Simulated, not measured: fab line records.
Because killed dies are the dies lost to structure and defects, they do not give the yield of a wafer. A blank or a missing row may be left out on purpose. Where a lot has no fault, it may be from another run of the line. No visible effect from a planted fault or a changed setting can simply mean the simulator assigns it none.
Matching of chambers || flow berkeley cmos170 || UCB170_ACTIVE_ETCH_15 on rie diel-04 has 4 sister chambers
The step etches Si3N4 in CH3F/Ar/O2, stops on SiO2, target depth 242 nm, time 151 s. 15 wafers are shown with their chamber, then 7 later ones without.

EACH WAFER AND ITS CHAMBER
{"wafer": "L517.1", "chamber": 1, "drypump motor current A (A)": 5.7, "throttle valve pct (%)": 8.23, "oes product au (a.u.)": 0.932}
{"wafer": "L517.2", "chamber": 3, "drypump motor current A (A)": 5.6, "throttle valve pct (%)": 8.21, "oes product au (a.u.)": 0.938}
{"wafer": "L517.4", "chamber": 1, "drypump motor current A (A)": 5.8, "throttle valve pct (%)": 8.23, "oes product au (a.u.)": 0.943}
{"wafer": "L519.3", "chamber": 1, "drypump motor current A (A)": 5.8, "throttle valve pct (%)": 8.26, "oes product au (a.u.)": 0.939}
{"wafer": "L519.4", "chamber": 2, "drypump motor current A (A)": 6.6, "throttle valve pct (%)": 8.09, "oes product au (a.u.)": 0.931}
{"wafer": "L519.6", "chamber": 1, "drypump motor current A (A)": 5.8, "throttle valve pct (%)": 8.24, "oes product au (a.u.)": 0.943}
{"wafer": "L522.1", "chamber": 1, "drypump motor current A (A)": 5.8, "throttle valve pct (%)": 8.24, "oes product au (a.u.)": 0.941}
{"wafer": "L522.4", "chamber": 1, "drypump motor current A (A)": 5.8, "throttle valve pct (%)": 8.23, "oes product au (a.u.)": 0.944}
{"wafer": "L522.6", "chamber": 2, "drypump motor current A (A)": 6.6, "throttle valve pct (%)": 8.08, "oes product au (a.u.)": 0.932}
{"wafer": "L524.1", "chamber": 1, "drypump motor current A (A)": 5.8, "throttle valve pct (%)": 8.23, "oes product au (a.u.)": 0.943}
{"wafer": "L524.4", "chamber": 0, "drypump motor current A (A)": 5.0, "throttle valve pct (%)": 8.05, "oes product au (a.u.)": 0.944}
{"wafer": "L524.6", "chamber": 2, "drypump motor current A (A)": 6.6, "throttle valve pct (%)": 8.10, "oes product au (a.u.)": 0.943}
{"wafer": "L525.1", "chamber": 3, "drypump motor current A (A)": 5.6, "throttle valve pct (%)": 8.23, "oes product au (a.u.)": 0.930}
{"wafer": "L525.2", "chamber": 2, "drypump motor current A (A)": 6.6, "throttle valve pct (%)": 8.10, "oes product au (a.u.)": 0.932}
{"wafer": "L525.3", "chamber": 0, "drypump motor current A (A)": 4.9, "throttle valve pct (%)": 8.06, "oes product au (a.u.)": 0.941}

SIGNATURES (means of the wafers above)
{"reading": "drypump motor current A", "chamber 0": 4.950, "chamber 1": 5.786, "chamber 2": 6.600, "chamber 3": 5.600, "scatter within a chamber": 0.0351}
{"reading": "throttle valve pct", "chamber 0": 8.0550, "chamber 1": 8.2371, "chamber 2": 8.0925, "chamber 3": 8.2200, "scatter within a chamber": 0.0107}
{"reading": "oes product au", "chamber 0": 0.94250, "chamber 1": 0.94071, "chamber 2": 0.93450, "chamber 3": 0.93400, "scatter within a chamber": 0.00466}
Rule: a wafer's distance from a chamber is the root of the sum, over the readings, of the square of ((its reading less the chamber's mean) divided by the reading's scatter). The wafer belongs to the nearest chamber; if the next one is less than 2 further off, it can't be placed. The scatter: the root of (the sum of the squares of (reading less its chamber's mean) over the shown wafers, divided by (wafers less chambers)).

WAFERS WITHOUT THEIR CHAMBER
{"wafer": "L528.3", "drypump motor current A (A)": 4.9, "throttle valve pct (%)": 8.06, "oes product au (a.u.)": 0.937}
{"wafer": "L528.4", "drypump motor current A (A)": 6.6, "throttle valve pct (%)": 8.09, "oes product au (a.u.)": 0.931}
{"wafer": "L528.6", "drypump motor current A (A)": 6.6, "throttle valve pct (%)": 8.09, "oes product au (a.u.)": 0.936}
{"wafer": "L530.1", "drypump motor current A (A)": 6.6, "throttle valve pct (%)": 8.09, "oes product au (a.u.)": 0.985}
{"wafer": "L533.1", "drypump motor current A (A)": 6.5, "throttle valve pct (%)": 8.10, "oes product au (a.u.)": 0.923}
{"wafer": "L533.4", "drypump motor current A (A)": 5.0, "throttle valve pct (%)": 8.05, "oes product au (a.u.)": 0.928}
{"wafer": "L533.6", "drypump motor current A (A)": 5.8, "throttle valve pct (%)": 8.24, "oes product au (a.u.)": 0.923}

EACH ONE'S CHAMBER
{"wafer": "L528.3", "from the rows above": 0, "in truth": 0}
{"wafer": "L528.4", "from the rows above": 2, "in truth": 2}
{"wafer": "L528.6", "from the rows above": 2, "in truth": 2}
{"wafer": "L530.1", "from the rows above": 2, "in truth": 2}
{"wafer": "L533.1", "from the rows above": 2, "in truth": 2}
{"wafer": "L533.4", "from the rows above": 0, "in truth": 0}
{"wafer": "L533.6", "from the rows above": 1, "in truth": 1}
7 of 7 placed correctly. Left unplaced by these rows: 0. Number placed wrongly: 0.
